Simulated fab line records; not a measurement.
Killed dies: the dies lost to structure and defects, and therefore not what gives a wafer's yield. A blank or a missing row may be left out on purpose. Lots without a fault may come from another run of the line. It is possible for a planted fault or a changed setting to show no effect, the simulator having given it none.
Which tool is to blame?    flow berkeley cmos170    Sampling: 15 lots, 45 wafers, 4 of 331 route steps

## WHAT EACH GAUGE READ, for each wafer
UCB170_PWELL_TW_MEAS_17.
lot   measured     on             PWELL_TW
L951  day 3 04:44  film metro-04  377.1 378.4 378.0
L952  day 3 14:03  film metro-04  377.0 376.7 378.9
L953  day 3 13:45  film metro-02  382.5 382.6 381.5
L954  day 4 04:26  film metro-03  379.8 377.9 377.1
L955  day 4 05:01  film metro-02  377.7 377.2 378.5
L956  day 4 04:38  film metro-02  379.9 379.2 378.4
L957  day 4 09:26  film metro-02  379.1 379.1 379.4
L958  day 4 18:58  film metro-03  378.6 378.0 378.7
L959  day 4 19:10  film metro-02  378.3 378.7 378.8
L960  day 4 19:14  film metro-04  375.2 374.3 375.7
L965  day 6 04:45  film metro-02  384.0 381.3 381.6
L967  day 6 19:31  film metro-04  376.8 376.6 378.7
L968  day 6 19:46  film metro-03  377.5 376.1 378.1
L973  day 8 00:05  film metro-03  378.6 378.8 378.1
L974  day 8 06:07  film metro-02  383.8 382.4 381.9

UCB170_ACTIVE_OVL_MEAS_14.
lot   measured     on          ACTIVE_OVL (nm)
L951  day 4 12:11  overlay-01  -3 -3 0
L952  day 4 20:09  overlay-01  -4 0 -3
L953  day 4 20:19  overlay-01  -3 -2 5
L954  day 5 13:06  overlay-02  -8 0 1
L955  day 5 12:57  overlay-01  2 -1 -2
L956  day 5 12:41  overlay-02  -3 -2 -3
L957  day 5 16:15  overlay-01  -2 -7 -1
L958  day 6 01:21  overlay-01  1 -4 -3
L959  day 6 00:48  overlay-02  -9 -6 -7
L960  day 6 01:04  overlay-02  -7 -9 -10
L965  day 7 13:16  overlay-01  - - -
L967  day 8 11:29  overlay-02  - - -
L968  day 8 03:27  overlay-02  - - -
L973  day 9 12:02  overlay-01  4 9 -5
L974  day 9 18:31  overlay-02  0 9 9

## TOOL THAT RAN EACH LOT (tool first, then ch and the chambers of the sampled wafers, then the start)
lot   UCB170_NWELL_ETCH_13               UCB170_ACTIVE_DEVELOP_12
L951  rie diel-02 ch 0,3, day 2 10:16    litho track-02 ch 0, day 4 11:00
L952  rie diel-03 ch 2,3, day 2 20:56    litho track-01 ch 0, day 4 19:00
L953  rie diel-02 ch 1,2, day 2 21:11    litho track-02 ch 0, day 4 20:00
L954  rie diel-03 ch 0,1,2, day 3 05:25  litho track-04 ch 0, day 5 12:00
L955  rie diel-02 ch 2,3, day 3 11:58    litho track-01 ch 0, day 5 12:00
L956  rie diel-01 ch 0,1,3, day 3 12:14  litho track-01 ch 0, day 5 12:00
L957  rie diel-01 ch 0,2,3, day 3 15:49  litho track-04 ch 0, day 5 16:00
L958  rie diel-01 ch 0,1,3, day 4 01:30  litho track-04 ch 0, day 6 01:00
L959  rie diel-03 ch 1,3, day 4 01:35    litho track-04 ch 0, day 6 00:00
L960  rie diel-02 ch 2,3, day 4 01:49    litho track-04 ch 0, day 6 00:00
L965  rie diel-03 ch 0,1, day 5 09:49    litho track-01, day 7 13:00
L967  rie diel-02 ch 1,2, day 5 20:11    litho track-04, day 8 11:00
L968  rie diel-03 ch 0,2,3, day 5 20:27  litho track-02, day 8 03:00
L973  rie diel-02 ch 0,2, day 7 03:49    litho track-01 ch 0, day 9 11:00
L974  rie diel-03 ch 2,3, day 7 11:31    litho track-02 ch 0, day 9 18:00
- UCB170_NWELL_ETCH_13: etches Si3N4 in CH3F/Ar/O2, stops on SiO2, target depth 246.4 nm, time 154 s.
- UCB170_ACTIVE_DEVELOP_12: develop time 45 s.

## WHAT THE TOOLS THEMSELVES READ (means of the sampled wafers that have a number; where no wafer has one, the mark that the record gives instead)
UCB170_NWELL_ETCH_13.
lot   tool         chamber pressure mTorr (mTorr)  drypump motor current A (A)  oes product au (a.u.)  throttle valve pct (%)
L951  rie diel-02  49.98                           5.8                          0.947                  8.03
L952  rie diel-03  49.95                           5.4                          0.945                  8.12
L953  rie diel-02  50.01                           5.5                          0.930                  8.06
L954  rie diel-03  49.99                           5.6                          0.939                  8.14
L955  rie diel-02  50.03                           5.8                          0.927                  8.00
L956  rie diel-01  50.00                           5.3                          0.943                  8.06
L957  rie diel-01  50.02                           5.4                          0.931                  8.06
L958  rie diel-01  50.01                           5.3                          0.955                  8.06
L959  rie diel-03  49.99                           5.3                          0.942                  7.95
L960  rie diel-02  50.01                           5.8                          0.928                  8.02
L965  rie diel-03  49.97                           5.5                          0.950                  8.04
L967  rie diel-02  50.03                           5.5                          0.932                  8.10
L968  rie diel-03  50.06                           5.5                          0.930                  8.12
L973  rie diel-02  50.00                           5.4                          0.927                  8.06
L974  rie diel-03  50.04                           5.2                          0.933                  8.02

UCB170_ACTIVE_DEVELOP_12.
lot   tool            chill plate temp C (C)  exhaust pa (Pa)
L951  litho track-02  23.02                   44.6
L952  litho track-01  22.94                   45.2
L953  litho track-02  22.97                   44.2
L954  litho track-04  22.96                   45.5
L955  litho track-01  23.02                   44.0
L956  litho track-01  22.93                   46.3
L957  litho track-04  22.97                   44.8
L958  litho track-04  22.96                   43.3
L959  litho track-04  23.24                   46.1
L960  litho track-04  22.95                   45.0
L965  litho track-01  -                       -
L967  litho track-04  -                       -
L968  litho track-02  -                       -
L973  litho track-01  23.05                   45.1
L974  litho track-02  22.87                   44.6

## THE ANSWER, worked out from the rows above alone
Rule: usual is defined by the lots themselves. The widest of any qualifying gaps counts: lots, ordered by their means at a reading, are off when they make up no more than a third of the lots, leave a main group of 4 or more, and stand apart from it by 3 or more times the standard deviation of that group's means. A main group is skipped when, at the precision printed for the reading in the tables above, its means are all equal. A lot without any number at a reading at which 4 lots or more have one is off too. Any other lot the step has rows for is counted as sound. Order of review: gauges by route order, followed by the tools' own readings, for which a lot's mean as printed above is used. At the first step where some lot is off, the reading lying furthest off is the one used; lots without a number count as furthest.
Off: at UCB170_ACTIVE_OVL_MEAS_14 (ACTIVE_OVL), L965, L967, L968. Without a number there: L965, L967, L968. Main group: mean -2 nm, sd 3.7.
A tool fits if, at a process step before that reading, it ran every lot that is off, and no sound lot after the first of them. Not tried: the gauges at UCB170_ACTIVE_OVL_MEAS_14; whatever is off there is also off at UCB170_ACTIVE_DEVELOP_12, on other tools, and gauge error can't account for it. Of those tried, none fits.

## WHAT WAS PUT IN BY THE SIMULATOR
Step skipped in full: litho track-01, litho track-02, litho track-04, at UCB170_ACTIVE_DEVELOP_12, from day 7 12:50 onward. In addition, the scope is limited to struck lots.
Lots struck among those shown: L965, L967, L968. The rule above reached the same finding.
